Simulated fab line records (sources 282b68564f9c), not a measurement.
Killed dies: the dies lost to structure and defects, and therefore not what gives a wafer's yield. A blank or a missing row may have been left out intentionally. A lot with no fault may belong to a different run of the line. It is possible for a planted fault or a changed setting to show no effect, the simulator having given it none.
Which of the tools did it? || flow rit_cmos || Sampling: 13 lots, 39 wafers, 2 of 202 route steps

WHAT EACH GAUGE READ, for each wafer
Not one reading of a measure or inspect step in the record can be checked against a usual standard deviation.

WHAT TOOL EACH LOT RAN ON (gives the tool, then ch and the chambers of the sampled wafers, and finally the start)
{"lot": "L641", "RIT_SPACER_CVD_03": "lpcvd-02 ch 1, day 2 23:41", "RIT_M1_PROBE_99": "prober-01, day 3 12:49"}
{"lot": "L642", "RIT_SPACER_CVD_03": "lpcvd-02 ch 0, day 3 02:22", "RIT_M1_PROBE_99": "prober-02, day 3 15:34"}
{"lot": "L643", "RIT_SPACER_CVD_03": "lpcvd-02 ch 0, day 3 07:15", "RIT_M1_PROBE_99": "prober-01, day 3 20:54"}
{"lot": "L644", "RIT_SPACER_CVD_03": "lpcvd-02 ch 1, day 3 15:11", "RIT_M1_PROBE_99": "prober-01, day 4 04:39"}
{"lot": "L646", "RIT_SPACER_CVD_03": "lpcvd-02 ch 0, day 4 04:05", "RIT_M1_PROBE_99": "prober-01, day 4 17:17"}
{"lot": "L647", "RIT_SPACER_CVD_03": "lpcvd-02 ch 0, day 4 06:14", "RIT_M1_PROBE_99": "prober-02, day 4 19:04"}
{"lot": "L648", "RIT_SPACER_CVD_03": "lpcvd-01 ch 0, day 4 08:53", "RIT_M1_PROBE_99": "prober-01, day 4 22:08"}
{"lot": "L649", "RIT_SPACER_CVD_03": "lpcvd-02 ch 1, day 4 14:16", "RIT_M1_PROBE_99": "prober-02, day 5 03:30"}
{"lot": "L650", "RIT_SPACER_CVD_03": "lpcvd-02 ch 0, day 4 21:55", "RIT_M1_PROBE_99": "prober-01, day 5 11:03"}
{"lot": "L651", "RIT_SPACER_CVD_03": "lpcvd-01 ch 1, day 5 02:58", "RIT_M1_PROBE_99": "prober-02, day 5 16:17"}
{"lot": "L657", "RIT_SPACER_CVD_03": "lpcvd-01 ch 1, day 6 04:40", "RIT_M1_PROBE_99": "prober-02, day 6 17:48"}
{"lot": "L662", "RIT_SPACER_CVD_03": "lpcvd-02 ch 0, day 7 06:52", "RIT_M1_PROBE_99": "prober-01, day 7 20:32"}
{"lot": "L663", "RIT_SPACER_CVD_03": "lpcvd-02 ch 1, day 7 12:22", "RIT_M1_PROBE_99": "prober-02, day 8 01:22"}
- RIT_SPACER_CVD_03: deposits Si3N4 from SiH2Cl2/NH3, target thk 250 nm, time 3300 s.
- RIT_M1_PROBE_99

AS READ BY THE TOOLS THEMSELVES (means over the sampled wafers that have a number; for cases with no such wafer, the mark the record gives instead)
RIT_SPACER_CVD_03.
{"lot": "L641", "tool": "lpcvd-02", "sih2cl2_flow_sccm (sccm)": 59.85}
{"lot": "L642", "tool": "lpcvd-02", "sih2cl2_flow_sccm (sccm)": 59.97}
{"lot": "L643", "tool": "lpcvd-02", "sih2cl2_flow_sccm (sccm)": 59.80}
{"lot": "L644", "tool": "lpcvd-02", "sih2cl2_flow_sccm (sccm)": 59.99}
{"lot": "L646", "tool": "lpcvd-02", "sih2cl2_flow_sccm (sccm)": 60.06}
{"lot": "L647", "tool": "lpcvd-02", "sih2cl2_flow_sccm (sccm)": 60.36}
{"lot": "L648", "tool": "lpcvd-01", "sih2cl2_flow_sccm (sccm)": 59.76}
{"lot": "L649", "tool": "lpcvd-02", "sih2cl2_flow_sccm (sccm)": 60.05}
{"lot": "L650", "tool": "lpcvd-02", "sih2cl2_flow_sccm (sccm)": 60.21}
{"lot": "L651", "tool": "lpcvd-01", "sih2cl2_flow_sccm (sccm)": 59.76}
{"lot": "L657", "tool": "lpcvd-01", "sih2cl2_flow_sccm (sccm)": 59.89}
{"lot": "L662", "tool": "lpcvd-02", "sih2cl2_flow_sccm (sccm)": 60.08}
{"lot": "L663", "tool": "lpcvd-02", "sih2cl2_flow_sccm (sccm)": 60.16}

RIT_M1_PROBE_99.
{"lot": "L641", "tool": "prober-01", "killed_at_contacts": 0.0, "killed_at_front_end": 6.0, "killed_dies": 6.0, "killed_open": 2.3, "killed_short": 3.7}
{"lot": "L642", "tool": "prober-02", "killed_at_contacts": 0.3, "killed_at_front_end": 9.3, "killed_dies": 9.7, "killed_open": 6.0, "killed_short": 3.7}
{"lot": "L643", "tool": "prober-01", "killed_at_contacts": 0.0, "killed_at_front_end": 10.3, "killed_dies": 10.3, "killed_open": 6.0, "killed_short": 4.3}
{"lot": "L644", "tool": "prober-01", "killed_at_contacts": 0.0, "killed_at_front_end": 8.0, "killed_dies": 8.0, "killed_open": 3.3, "killed_short": 4.7}
{"lot": "L646", "tool": "prober-01", "killed_at_contacts": 0.0, "killed_at_front_end": 8.0, "killed_dies": 8.0, "killed_open": 4.0, "killed_short": 4.0}
{"lot": "L647", "tool": "prober-02", "killed_at_contacts": 0.3, "killed_at_front_end": 5.0, "killed_dies": 5.3, "killed_open": 2.0, "killed_short": 3.3}
{"lot": "L648", "tool": "prober-01", "killed_at_contacts": 0.0, "killed_at_front_end": 5.3, "killed_dies": 5.3, "killed_open": 3.0, "killed_short": 2.3}
{"lot": "L649", "tool": "prober-02", "killed_at_contacts": 0.0, "killed_at_front_end": 6.3, "killed_dies": 6.3, "killed_open": 3.3, "killed_short": 3.0}
{"lot": "L650", "tool": "prober-01", "killed_at_contacts": 0.0, "killed_at_front_end": 6.3, "killed_dies": 6.3, "killed_open": 3.7, "killed_short": 2.7}
{"lot": "L651", "tool": "prober-02", "killed_at_contacts": 0.0, "killed_at_front_end": 5.3, "killed_dies": 5.3, "killed_open": 4.0, "killed_short": 1.3}
{"lot": "L657", "tool": "prober-02", "killed_at_contacts": 0.0, "killed_at_front_end": 31.7, "killed_dies": 31.7, "killed_open": 1.3, "killed_short": 2.3}
{"lot": "L662", "tool": "prober-01", "killed_at_contacts": 0.0, "killed_at_front_end": 7.0, "killed_dies": 7.0, "killed_open": 4.3, "killed_short": 2.7}
{"lot": "L663", "tool": "prober-02", "killed_at_contacts": 0.0, "killed_at_front_end": 10.0, "killed_dies": 10.0, "killed_open": 5.7, "killed_short": 4.3}

THE ANSWER, worked out from the rows above alone
Rule: what is usual is taken from the lots themselves. The widest of any qualifying gaps counts: lots, ordered by their means at a reading, are off when they make up no more than a third of the lots, leave a main group of 4 or more, and stand apart from it by 3 or more times the standard deviation of that group's means. The tables above print the reading to a certain number of digits; a main group whose means all agree to those digits is not used. Also off: a lot with no number at a reading for which 4 or more lots have one. The other lots that the step has rows for count as sound. After the gauges, taken in route order, come the tools' own readings; for these a lot's mean is taken, as printed above. The first step at which some lot is off is used, and at that step the reading that is off furthest; a lot without a number counts as furthest.
Off at RIT_M1_PROBE_99 (killed_at_front_end): L657. The main group: mean 7.2, standard deviation 1.8.
If a tool, at that step or one of the process steps before it, ran each lot that is off and ran no sound lot following the first of them, it fits. One fits: lpcvd-01 at RIT_SPACER_CVD_03. Its last sound lot is L651 (day 5 02:58), its first lot that is off L657 (day 6 04:40): a fault that began between those two fits.

WHAT THE SIMULATOR HAD INSERTED
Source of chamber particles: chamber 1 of lpcvd-01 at RIT_SPACER_CVD_03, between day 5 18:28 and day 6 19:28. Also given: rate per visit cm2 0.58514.
Lots struck among those shown: L657. The rule above reached the same finding.
